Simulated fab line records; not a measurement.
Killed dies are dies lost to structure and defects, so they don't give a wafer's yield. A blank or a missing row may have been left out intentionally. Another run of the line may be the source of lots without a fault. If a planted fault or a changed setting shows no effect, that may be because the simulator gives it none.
The tool behind it: which one? / flow berkeleyCmos170 / 15 lots with 45 wafers sampled at 4 steps, on a route of 331 steps

WHAT THE GAUGES READ, wafer by wafer
UCB170_V1_CD_MEAS_90: target cd 700 nm.
lot=L550; measured=day 7 18:02; on=cdSem-01; cdNm (nm)=702.9 701.9 701.7
lot=L551; measured=day 7 18:13; on=cdSem-01; cdNm (nm)=701.6 701.7 700.2
lot=L555; measured=day 8 03:01; on=cdSem-02; cdNm (nm)=699.2 698.2 699.8
lot=L561; measured=day 9 13:32; on=cdSem-01; cdNm (nm)=702.3 701.6 704.0
lot=L560; measured=day 9 17:00; on=cdSem-02; cdNm (nm)=700.0 701.5 700.3
lot=L562; measured=day 10 06:44; on=cdSem-02; cdNm (nm)=700.7 700.1 699.1
lot=L564; measured=day 10 12:59; on=cdSem-02; cdNm (nm)=697.6 696.2 696.7
lot=L565; measured=day 10 18:14; on=cdSem-02; cdNm (nm)=699.5 699.4 701.1
lot=L566; measured=day 10 18:30; on=cdSem-02; cdNm (nm)=697.9 697.6 698.0
lot=L567; measured=day 10 23:16; on=cdSem-02; cdNm (nm)=699.5 699.2 699.1
lot=L569; measured=day 10 23:34; on=cdSem-01; cdNm (nm)=700.9 700.9 700.3
lot=L568; measured=day 10 23:47; on=cdSem-02; cdNm (nm)=699.7 699.4 699.1
lot=L570; measured=day 11 20:04; on=cdSem-01; cdNm (nm)=701.2 702.5 700.9
lot=L572; measured=day 12 03:43; on=cdSem-01; cdNm (nm)=700.3 701.6 700.8
lot=L571; measured=day 12 04:18; on=cdSem-02; cdNm (nm)=699.6 698.9 699.0

UCB170_M2_CD_MEAS_15: target cd 700 nm.
lot=L550; measured=day 7 20:40; on=cdSem-02; cdNm (nm)=698.0 698.3 698.4
lot=L551; measured=day 7 20:32; on=cdSem-01; cdNm (nm)=701.3 700.9 702.5
lot=L555; measured=day 8 05:09; on=cdSem-02; cdNm (nm)=699.0 700.0 699.8
lot=L561; measured=day 9 16:16; on=cdSem-02; cdNm (nm)=697.6 699.0 699.0
lot=L560; measured=day 9 19:08; on=cdSem-01; cdNm (nm)=701.0 701.3 701.4
lot=L562; measured=day 10 08:59; on=cdSem-02; cdNm (nm)=699.5 699.3 701.5
lot=L564; measured=day 10 15:10; on=cdSem-01; cdNm (nm)=701.4 701.9 701.5
lot=L565; measured=day 10 21:23; on=cdSem-01; cdNm (nm)=698.5 698.9 698.8
lot=L566; measured=day 10 21:32; on=cdSem-01; cdNm (nm)=699.2 699.6 700.9
lot=L567; measured=day 11 01:36; on=cdSem-01; cdNm (nm)=699.1 699.6 698.7
lot=L569; measured=day 11 01:55; on=cdSem-02; cdNm (nm)=699.0 699.4 699.2
lot=L568; measured=day 11 02:08; on=cdSem-02; cdNm (nm)=698.8 700.7 698.4
lot=L570; measured=day 11 22:13; on=cdSem-02; cdNm (nm)=702.1 701.9 700.4
lot=L572; measured=day 12 06:04; on=cdSem-02; cdNm (nm)=703.3 701.9 701.6
lot=L571; measured=day 12 07:01; on=cdSem-02; cdNm (nm)=698.3 697.8 697.8

UCB170_V2_THK_MEAS_04.
lot=L550; measured=day 7 21:55; on=filmMetro-03; V2_POLISHED_THK (nm)=997.7 1000.0 998.3
lot=L551; measured=day 7 21:45; on=filmMetro-01; V2_POLISHED_THK (nm)=998.4 998.9 1001.4
lot=L555; measured=day 8 06:23; on=filmMetro-03; V2_POLISHED_THK (nm)=1001.9 1001.7 1002.1
lot=L564; measured=day 10 16:23; on=filmMetro-02; V2_POLISHED_THK (nm)=1000.0 1000.0 998.7
lot=L565; measured=day 10 22:38; on=filmMetro-02; V2_POLISHED_THK (nm)=1001.1 1002.0 998.3
lot=L566; measured=day 10 22:46; on=filmMetro-03; V2_POLISHED_THK (nm)=1000.3 1000.4 999.5
lot=L567; measured=day 11 02:50; on=filmMetro-03; V2_POLISHED_THK (nm)=1000.6 999.6 1001.0
lot=L569; measured=day 11 03:07; on=filmMetro-01; V2_POLISHED_THK (nm)=1000.4 998.8 998.2
lot=L568; measured=day 11 03:22; on=filmMetro-03; V2_POLISHED_THK (nm)=1000.3 1000.1 998.9
lot=L570; measured=day 11 23:26; on=filmMetro-01; V2_POLISHED_THK (nm)=1001.5 999.8 999.2
lot=L572; measured=day 12 07:19; on=filmMetro-02; V2_POLISHED_THK (nm)=999.7 1001.5 1001.7
lot=L571; measured=day 12 08:14; on=filmMetro-01; V2_POLISHED_THK (nm)=999.3 998.7 999.0

WHAT TOOL EACH LOT RAN ON (gives the tool, then ch and the chambers of the sampled wafers, and finally the start)
lot=L550; UCB170_M2_STRIP_19=plasmaAsher-02 ch 0,1, day 7 21:03
lot=L551; UCB170_M2_STRIP_19=plasmaAsher-04 ch 0,1, day 7 20:54
lot=L555; UCB170_M2_STRIP_19=plasmaAsher-02 ch 0,1, day 8 05:31
lot=L561; UCB170_M2_STRIP_19=plasmaAsher-04 ch 0,1, day 9 16:40
lot=L560; UCB170_M2_STRIP_19=plasmaAsher-02 ch 1, day 9 19:41
lot=L562; UCB170_M2_STRIP_19=plasmaAsher-02 ch 0,1, day 10 09:21
lot=L564; UCB170_M2_STRIP_19=plasmaAsher-02 ch 0,1, day 10 15:32
lot=L565; UCB170_M2_STRIP_19=plasmaAsher-03 ch 0,1, day 10 21:47
lot=L566; UCB170_M2_STRIP_19=plasmaAsher-04 ch 1, day 10 21:54
lot=L567; UCB170_M2_STRIP_19=plasmaAsher-04 ch 0,1, day 11 01:58
lot=L569; UCB170_M2_STRIP_19=plasmaAsher-03 ch 0,1, day 11 02:16
lot=L568; UCB170_M2_STRIP_19=plasmaAsher-02 ch 0,1, day 11 02:31
lot=L570; UCB170_M2_STRIP_19=plasmaAsher-04 ch 0,1, day 11 22:34
lot=L572; UCB170_M2_STRIP_19=plasmaAsher-02 ch 1, day 12 06:27
lot=L571; UCB170_M2_STRIP_19=plasmaAsher-04 ch 0,1, day 12 07:24
- UCB170_M2_STRIP_19: strips in O2.

WHAT THE TOOLS THEMSELVES READ (means of the sampled wafers that have a number; where no wafer has one, the mark that the record gives instead)
UCB170_M2_STRIP_19.
lot=L550; tool=plasmaAsher-02; chamberPressureMTorr (mTorr)=3498.8; drypumpMotorCurrentA (A)=5.5; oesProductAu (a.u.)=0.540
lot=L551; tool=plasmaAsher-04; chamberPressureMTorr (mTorr)=3500.2; drypumpMotorCurrentA (A)=5.7; oesProductAu (a.u.)=0.553
lot=L555; tool=plasmaAsher-02; chamberPressureMTorr (mTorr)=3501.8; drypumpMotorCurrentA (A)=5.7; oesProductAu (a.u.)=0.551
lot=L561; tool=plasmaAsher-04; chamberPressureMTorr (mTorr)=-; drypumpMotorCurrentA (A)=-; oesProductAu (a.u.)=-
lot=L560; tool=plasmaAsher-02; chamberPressureMTorr (mTorr)=-; drypumpMotorCurrentA (A)=-; oesProductAu (a.u.)=-
lot=L562; tool=plasmaAsher-02; chamberPressureMTorr (mTorr)=-; drypumpMotorCurrentA (A)=-; oesProductAu (a.u.)=-
lot=L564; tool=plasmaAsher-02; chamberPressureMTorr (mTorr)=3502.1; drypumpMotorCurrentA (A)=5.5; oesProductAu (a.u.)=0.538
lot=L565; tool=plasmaAsher-03; chamberPressureMTorr (mTorr)=3497.9; drypumpMotorCurrentA (A)=5.4; oesProductAu (a.u.)=0.560
lot=L566; tool=plasmaAsher-04; chamberPressureMTorr (mTorr)=3497.0; drypumpMotorCurrentA (A)=5.5; oesProductAu (a.u.)=0.545
lot=L567; tool=plasmaAsher-04; chamberPressureMTorr (mTorr)=3502.7; drypumpMotorCurrentA (A)=5.7; oesProductAu (a.u.)=0.538
lot=L569; tool=plasmaAsher-03; chamberPressureMTorr (mTorr)=3498.9; drypumpMotorCurrentA (A)=5.2; oesProductAu (a.u.)=0.561
lot=L568; tool=plasmaAsher-02; chamberPressureMTorr (mTorr)=3500.7; drypumpMotorCurrentA (A)=5.5; oesProductAu (a.u.)=0.552
lot=L570; tool=plasmaAsher-04; chamberPressureMTorr (mTorr)=3499.7; drypumpMotorCurrentA (A)=6.0; oesProductAu (a.u.)=0.531
lot=L572; tool=plasmaAsher-02; chamberPressureMTorr (mTorr)=3501.5; drypumpMotorCurrentA (A)=5.8; oesProductAu (a.u.)=0.564
lot=L571; tool=plasmaAsher-04; chamberPressureMTorr (mTorr)=3500.4; drypumpMotorCurrentA (A)=6.0; oesProductAu (a.u.)=0.529

THE ANSWER, worked out from the rows above alone
Rule: usual is defined by the lots themselves. Put in order of their means at a reading, lots are off if they are a third of the lots or fewer, leave a main group of 4 or more, and stand apart from it by a gap of 3 or more times the standard deviation of the main group's means; of several such gaps the widest counts. If all means in a main group match to the digits the tables above print for the reading, that group is not used. Also off: a lot with no number at a reading for which 4 or more lots have one. The other lots that the step has rows for count as sound. First the gauges in route order, then the tools' own readings, where a lot's mean is used as printed above. At the first step where some lot is off, the reading lying furthest off is the one used; lots without a number count as furthest.
Off, at UCB170_M2_STRIP_19 on chamberPressureMTorr: L561, L560, L562. Without a number there: L561, L560, L562. Mean 3500.1 mTorr and standard deviation 1.7 in the main group.
If a tool, at that step or one of the process steps before it, ran each lot that is off and ran no sound lot following the first of them, it fits. No candidate that was tried fits.

WHAT WAS PUT IN BY THE SIMULATOR
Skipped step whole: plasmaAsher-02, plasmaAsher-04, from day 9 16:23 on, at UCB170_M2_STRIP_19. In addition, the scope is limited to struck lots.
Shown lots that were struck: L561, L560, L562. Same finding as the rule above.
